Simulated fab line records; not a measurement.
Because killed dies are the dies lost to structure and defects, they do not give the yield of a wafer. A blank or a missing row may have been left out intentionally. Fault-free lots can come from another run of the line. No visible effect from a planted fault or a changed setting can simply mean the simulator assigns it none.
Struck lot and sound lot, side by side ; flow rit_cmos ; 30 steps out of a route of 202
Sound: wafers L613.1, L613.4, L613.6. Struck: wafers L625.2, L625.5. (L625.4 of the same lot was not struck and is left out.) The cause comes at the end.
At each step with rows: each side's tool, then ch and its chambers, then its first start. Under that, the readings that differ: sound wafers ; struck wafers ; difference of the means ; sigmas: that difference in standard deviations of wafers without a fault.
alike: same words and numbers on both sides, and readings whose means sit less than 2 such deviations apart. not compared: any withheld reading, any reading some wafer has no value for, any bound like >300 that may hide the same value, and any number with overlapping values for which the record gives no deviation.
A row with sigmas, a row that says differs or no value, or rows on one side alone: a step with any of these is where the two part. Numbers that have no deviation but don't overlap get no sigmas and don't part them. Lack of a reading on every wafer of one side parts them only where that side has two or more wafers.

first, 6 steps without rows for these wafers: RIT_SDANNEAL_RTA_03 (time 5 s); RIT_SILICIDE_WET_ETCH_00 (etches SiO2 in BOE, target depth 14 nm, time 15 s); RIT_SILICIDE_SPUTTER_01 (material Ti, target thk 30 nm, time 240 s); RIT_SILICIDE_RTA_04 (time 10 s, ramp up 5 s, ramp down 5 s); RIT_SILICIDE_WET_ETCH_05 (etches Ti in SPM, time 120 s); RIT_SILICIDE_RTA_06 (time 10 s, ramp up 5 s, ramp down 10 s).
RIT_CONTACT_CVD_00: deposits SiO2 from TEOS, target thk 400 nm, time 61 s.
  sound on pecvd-04 ch 0,1,2, day 3 17:54; struck on pecvd-04 ch 0, day 6 05:03
reading;sound;struck;difference;sigmas
model.SiO2_of_CONTACT_CVD_00.thk_nm (nm);398.6 411.2 404.1;152.1 149.2;-254.0;
  alike: heater_power_w, susceptor_temp_C
RIT_CONTACT_THK_MEAS_01:
  sound on film_metro-04, day 3 17:57; struck on film_metro-02, day 6 05:07
reading;sound;struck;difference;sigmas
CONTACT_TEOS_THK (nm);399 411 405;152 149;-254;-45
then, 7 steps without rows for these wafers: RIT_CONTACT_HMDS_02 (prime time 60 s); RIT_CONTACT_COAT_03 (resist thk 1000 nm); RIT_CONTACT_SOFTBAKE_04 (time 60 s); RIT_CONTACT_EXPOSE_05 (exposes mask M11, target cd 1000 nm); RIT_CONTACT_PEB_06; RIT_CONTACT_DEVELOP_07 (develop time 120 s); RIT_CONTACT_HARDBAKE_10 (time 60 s).
RIT_CONTACT_ETCH_11: etches SiO2 in CHF3/CF4/Ar, stops on TiSi2, target depth 480 nm, time 320 s.
  sound on rie_diel-01 ch 2,3, day 3 19:25; struck on rie_diel-03 ch 2,3, day 6 06:34
reading;sound;struck;difference;sigmas
model.etch.depth_nm (nm);398.6 411.2 404.1;152.1 149.2;-254.0;
model.CONTACT.feature_depth_nm (nm);398.6 411.2 404.1;152.1 149.2;-254.0;
  alike: drypump_motor_current_A, oes_product_au, throttle_valve_pct
  not compared: rf_hours_counter_h
then, 11 steps without rows for these wafers: RIT_CONTACT_STRIP_12 (strips in O2, time 180 s); RIT_CONTACT_CLEAN_13 (cleans in SC1, time 600 s); RIT_CONTACT_CLEAN_14 (cleans in SC2, time 600 s); RIT_M1_SPUTTER_00 (material Al, target thk 400 nm, time 500 s); RIT_M1_HMDS_03 (prime time 60 s); RIT_M1_COAT_04 (resist thk 1300 nm); RIT_M1_SOFTBAKE_05 (time 60 s); RIT_M1_EXPOSE_06 (exposes mask M12, target cd 2600 nm); RIT_M1_PEB_07; RIT_M1_DEVELOP_08 (develop time 68 s); RIT_M1_HARDBAKE_11 (time 120 s).
RIT_M1_METAL_ETCH_12: etches Al in Cl2/BCl3, stops on SiO2, time 165 s, target depth 600 nm.
  sound on rie_metal-01 ch 0, day 3 22:08; struck on rie_metal-01 ch 1, day 6 09:23
reading;sound;struck;difference;sigmas
model.SiO2_of_CONTACT_CVD_00.thk_nm (nm);361.2 373.8 366.4;115.1 112;-253.6;
  alike: drypump_motor_current_A, oes_product_au, throttle_valve_pct
  not compared: rf_hours_counter_h
then, 1 step without rows for these wafers: RIT_M1_STRIP_13 (strips in nmp, time 600 s).
RIT_M1_PROBE_99:
  sound on prober-02, day 4 00:25; struck on prober-02, day 6 11:50
reading;sound;struck;difference;sigmas
model.etest.field_p_metal.vt_v (V);-29.09 -29.83 -29.64;-16.45 -16.38;+13.11;
model.etest.nmos_0p15.junction_log10_a_um;-13.81 -13.46 -13.51;-10.15 -10.04;+3.50;
model.etest.nmos_narrow.off_log10_a_um;-13.33 -13.33 -13.38;-10.15 -10.04;+3.25;
model.etest.gate_end_array.leak_log10_a_um;-12.92 -12.96 -12.96;-9.929 -9.846;+3.059;
model.etest.nmos_0p3.off_log10_a_um;-13.1 -13.2 -13.13;-10.15 -10.04;+3.05;
model.etest.contact_diode_array.leak_log10_a (angstrom);-9.325 -9.442 -9.438;-6.934 -6.752;+2.559;
model.etest.pmos_0p15.junction_log10_a_um;-13.71 -13.86 -13.71;-11.15 -11.04;+2.67;
model.etest.pmos_0p3.off_log10_a_um;-13.07 -13.06 -13.05;-11.14 -11.03;+1.97;
  alike: killed_at_front_end, killed_dies, killed_on_rim, killed_open, killed_short

== WHERE THEY PART ==
RIT_CONTACT_THK_MEAS_01 only, going by this record. Later steps at which nothing parts them and some readings are alike: RIT_CONTACT_ETCH_11, RIT_M1_METAL_ETCH_12, RIT_M1_PROBE_99.

WHY: the cause the simulator had injected
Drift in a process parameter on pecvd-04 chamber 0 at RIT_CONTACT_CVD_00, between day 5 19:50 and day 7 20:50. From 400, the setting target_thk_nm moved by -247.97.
